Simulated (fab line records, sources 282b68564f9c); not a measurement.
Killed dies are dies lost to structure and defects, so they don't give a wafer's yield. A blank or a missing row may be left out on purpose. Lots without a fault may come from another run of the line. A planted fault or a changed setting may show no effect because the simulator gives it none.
A struck lot beside a sound one | flow rit_cmos | 28 steps out of a route of 202
Sound: wafers L667.2, L667.4, L667.5. Struck: wafers L680.1, L680.3, L680.5. The cause comes at the end.
At each step with rows: each side's tool, then ch and its chambers, then its first start. Under that, the readings that differ: sound wafers | struck wafers | difference of the means | sigmas: that difference in standard deviations of wafers without a fault.
alike: readings whose means differ by less than 2 such deviations, and words and numbers that are the same on both sides. not compared: withheld readings, readings that some wafer has no value for, bounds like >300 that may hide the same value, and numbers for which the record gives no deviation and whose values overlap.
The two part at a step that has a row with sigmas, a row that says differs or no value, or rows on one side only. Numbers that don't overlap but have no deviation are shown without sigmas and don't part them. A reading that every wafer of one side lacks parts them only if that side has two wafers or more.

RIT_ACTIVE_BOW_MEAS_00:
  sound on film_metro-02, day 3 02:01; struck on film_metro-03, day 5 19:00
  alike: INCOMING_BOW
RIT_ACTIVE_OXIDATION_01: target thk 46.8 nm, ox time 3360 s.
  sound on furnace-03 ch 0, day 3 03:11; struck on furnace-03 ch 0, day 5 19:07
  reading                                       | sound                | struck               | difference | sigmas
  spike_tc_centre_C (C)                         | 1003.3 1004.5 1003.7 | 1020.1 1018.7 1019.0 | +15.4      | +9
  spike_tc_load_C (C)                           | 1026.0 1026.2 1025.3 | 1040.7 1040.5 1041.8 | +15.2      | +8
  spike_tc_source_C (C)                         | 1027.6 1027.0 1027.2 | 1043.8 1044.1 1042.8 | +16.3      | +14
  tube_center_temp_C (C)                        | 1000 999.96 1000     | 1014.9 1015.1 1015   | +15.0      | +99 or more
  tube_center_temp_C_max                        | 1002.3 1003.3 1002.3 | 1018.0 1016.9 1017.4 | +14.8      | +35
  model.SiO2_of_ACTIVE_OXIDATION_01.thk_nm (nm) | 46.34 45.92 46.43    | 53.92 53.7 54.3      | +7.74      |
  alike: zone_power_source_pct
RIT_ACTIVE_THK_MEAS_02:
  sound on film_metro-03, day 3 05:08; struck on film_metro-02, day 5 21:03
  reading               | sound          | struck         | difference | sigmas
  ACTIVE_OXIDE_THK (nm) | 46.3 45.9 46.4 | 54.0 53.7 54.3 | +7.8       | +9
then, 1 step without rows for these wafers: RIT_ACTIVE_CVD_03 (deposits Si3N4 from SiH2Cl2/NH3, target thk 150 nm, time 1500 s).
RIT_ACTIVE_THK_MEAS_04:
  sound on film_metro-02, day 3 06:36; struck on film_metro-02, day 5 22:32
  alike: ACTIVE_NITRIDE_THK
then, 6 steps without rows for these wafers: RIT_ACTIVE_HMDS_05 (prime time 60 s); RIT_ACTIVE_COAT_06 (resist thk 984.1 nm); RIT_ACTIVE_SOFTBAKE_07 (time 60 s); RIT_ACTIVE_EXPOSE_08 (exposes mask M1, target cd 1400 nm); RIT_ACTIVE_PEB_09; RIT_ACTIVE_DEVELOP_10 (develop time 51.79 s).
RIT_ACTIVE_CD_MEAS_11: target cd 1400 nm.
  sound on cd_sem-02, day 3 07:39; struck on cd_sem-02, day 5 23:34
  alike: cd_nm
then, 1 step without rows for these wafers: RIT_ACTIVE_HARDBAKE_12 (time 60 s).
RIT_ACTIVE_ETCH_13: etches Si3N4 in SF6, stops on SiO2, time 210 s, target depth 210 nm.
  sound on rie_diel-02 ch 0,1,2, day 3 07:54; struck on rie_diel-04 ch 0,2, day 5 23:50
  alike: drypump_motor_current_A, oes_product_au, throttle_valve_pct
  not compared: rf_hours_counter_h
RIT_ACTIVE_STRIP_14: strips in O2, time 180 s.
  sound on plasma_asher-03 ch 0,1, day 3 08:02; struck on plasma_asher-03 ch 0,1, day 5 23:58
  alike: drypump_motor_current_A
  not compared: rf_hours_counter_h
RIT_ACTIVE_CD_MEAS_90: target cd 1400 nm.
  sound on cd_sem-01, day 3 08:14; struck on cd_sem-01, day 6 00:08
  alike: cd_nm
then, 4 steps without rows for these wafers: RIT_ACTIVE_CLEAN_15 (cleans in SC1, time 600 s); RIT_ACTIVE_CLEAN_16 (cleans in dHF, time 30 s); RIT_ACTIVE_CLEAN_17 (cleans in SC2, time 600 s); RIT_FOX1_OXIDATION_00 (target thk 350.7 nm, ox time 1130 s).
RIT_FOX1_THK_MEAS_01:
  sound on film_metro-02, day 3 10:38; struck on film_metro-01, day 6 03:22
  alike: FOX1_OXIDE_THK
then, 2 steps without rows for these wafers: RIT_FOX1_WET_ETCH_02 (etches SiO2 in BOE, target depth 350 nm, time 390 s); RIT_FOX2_OXIDATION_00 (target thk 350.7 nm, ox time 1130 s).
RIT_FOX2_THK_MEAS_01:
  sound on film_metro-01, day 3 13:35; struck on film_metro-03, day 6 04:52
  alike: FOX2_OXIDE_THK
then, 1 step without rows for these wafers: RIT_FOX2_CLEAN_02 (cleans in dHF, time 180 s).
RIT_FOX2_WET_ETCH_03: etches Si3N4 in H3PO4, target depth 195 nm, time 2700 s.
  sound on wet_bench-02 ch 0, day 3 13:42; struck on wet_bench-01 ch 2, day 6 05:00
  reading                                       | sound             | struck           | difference | sigmas
  model.SiO2_of_ACTIVE_OXIDATION_01.thk_nm (nm) | 40.98 40.62 40.18 | 46.51 46.8 46.83 | +6.12      |
  alike: bath_heat_duty_pct
RIT_FOX2_THK_MEAS_90:
  sound on film_metro-03, day 3 14:28; struck on film_metro-04, day 6 05:54
  alike: FIELD_OXIDE_LEFT_1_THK
RIT_M1_PROBE_99:
  sound on prober-02, day 5 07:16; struck on prober-01, day 7 18:59
  reading                             | sound             | struck            | difference | sigmas
  model.etest.nldd.width_nm (nm)      | 3180 3201 3188    | 3118 3102 3078    | -90        |
  model.etest.pldd.width_nm (nm)      | 3189 3177 3172    | 3093 3087 3082    | -92        |
  model.etest.nplus_sal.width_nm (nm) | 3468 3467 3455    | 3429 3379 3411    | -57        |
  model.etest.pplus_sal.width_nm (nm) | 3460 3445 3472    | 3414 3387 3417    | -53        |
  model.etest.nmos_narrow.drive_ua_um | 228.9 229.5 232.9 | 209.2 204.7 202.9 | -24.8      |
  model.etest.pmos_narrow.drive_ua_um | 100.9 102.1 102.7 | 96.63 95.51 94.86 | -6.23      |
  alike: killed_at_contacts, killed_at_front_end, killed_dies, killed_open, killed_short

WHERE THEY PART
First at RIT_ACTIVE_OXIDATION_01; last, within this record, at RIT_ACTIVE_THK_MEAS_02. Later steps at which nothing parts them and some readings are alike: RIT_ACTIVE_THK_MEAS_04, RIT_ACTIVE_CD_MEAS_11, RIT_ACTIVE_ETCH_13, RIT_ACTIVE_STRIP_14, RIT_ACTIVE_CD_MEAS_90, RIT_FOX1_THK_MEAS_01, RIT_FOX2_THK_MEAS_01, RIT_FOX2_WET_ETCH_03, RIT_FOX2_THK_MEAS_90, RIT_M1_PROBE_99.

WHY: what the simulator had put in
Process parameter drift: furnace-03, from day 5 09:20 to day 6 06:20, at RIT_ACTIVE_OXIDATION_01. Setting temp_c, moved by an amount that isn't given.
